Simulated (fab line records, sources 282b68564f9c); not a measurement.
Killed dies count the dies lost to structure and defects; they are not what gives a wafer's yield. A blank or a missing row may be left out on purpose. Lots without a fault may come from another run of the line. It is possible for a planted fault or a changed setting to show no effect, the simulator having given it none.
What tool caused it? ; flow rit-cmos ; 7 lots, 21 wafers sampled, at 2 steps of a route of 202

WHAT THE GAUGES SHOWED, per wafer
RIT_FOX1_THK_MEAS_01.
lot;measured;on;FOX1_OXIDE_THK (nm)
L895;day 2 01:19;film-metro-04;370 361 369
L897;day 2 09:25;film-metro-01;357 354 349
L899;day 2 19:22;film-metro-01;280 277 281
L901;day 3 05:23;film-metro-03;341 347 353
L910;day 5 01:23;film-metro-01;348 345 347
L915;day 6 03:26;film-metro-03;343 342 349
L917;day 6 14:41;film-metro-04;353 353 355

WHAT TOOL EACH LOT RAN ON (gives the tool, then ch and the chambers of the sampled wafers, and finally the start)
lot;RIT_FOX1_OXIDATION_00
L895;furnace-01 ch 0, day 1 23:59
L897;furnace-04 ch 0, day 2 08:07
L899;furnace-04 ch 0, day 2 18:03
L901;furnace-03 ch 0, day 3 04:03
L910;furnace-01 ch 0, day 5 00:04
L915;furnace-03 ch 0, day 6 02:08
L917;furnace-03 ch 0, day 6 13:23
- RIT_FOX1_OXIDATION_00: target thk 350.7 nm, ox time 1130 s.

THE ANSWER, worked out from the rows above alone
Rule: what is usual is taken from the lots themselves. The widest of any qualifying gaps counts: lots, ordered by their means at a reading, are off when they make up no more than a third of the lots, leave a main group of 4 or more, and stand apart from it by 3 or more times the standard deviation of that group's means. If all means in a main group match to the digits the tables above print for the reading, that group is not used. A lot without any number at a reading at which 4 lots or more have one is off too. Where the step has rows for the other lots, those lots are counted as sound.
Off: L899, at RIT_FOX1_THK_MEAS_01 (FOX1_OXIDE_THK). The main group: mean 352 nm, standard deviation 7.4.
If a tool, at a process step before that reading, ran all the lots that are off and no sound lot after the first of them, it fits. Those tools and the gauges at RIT_FOX1_THK_MEAS_01 are tried in the same way. One fits: furnace-04 at RIT_FOX1_OXIDATION_00. A fault onset in the window from L897 (day 2 08:07, its last sound lot) to L899 (day 2 18:03, its first lot off) fits.

WHAT THE SIMULATOR HAD INSERTED
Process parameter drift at RIT_FOX1_OXIDATION_00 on furnace-04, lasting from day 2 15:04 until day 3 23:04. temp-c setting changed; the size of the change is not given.
Shown lots that were struck: L899. This agrees with what the rule above found.
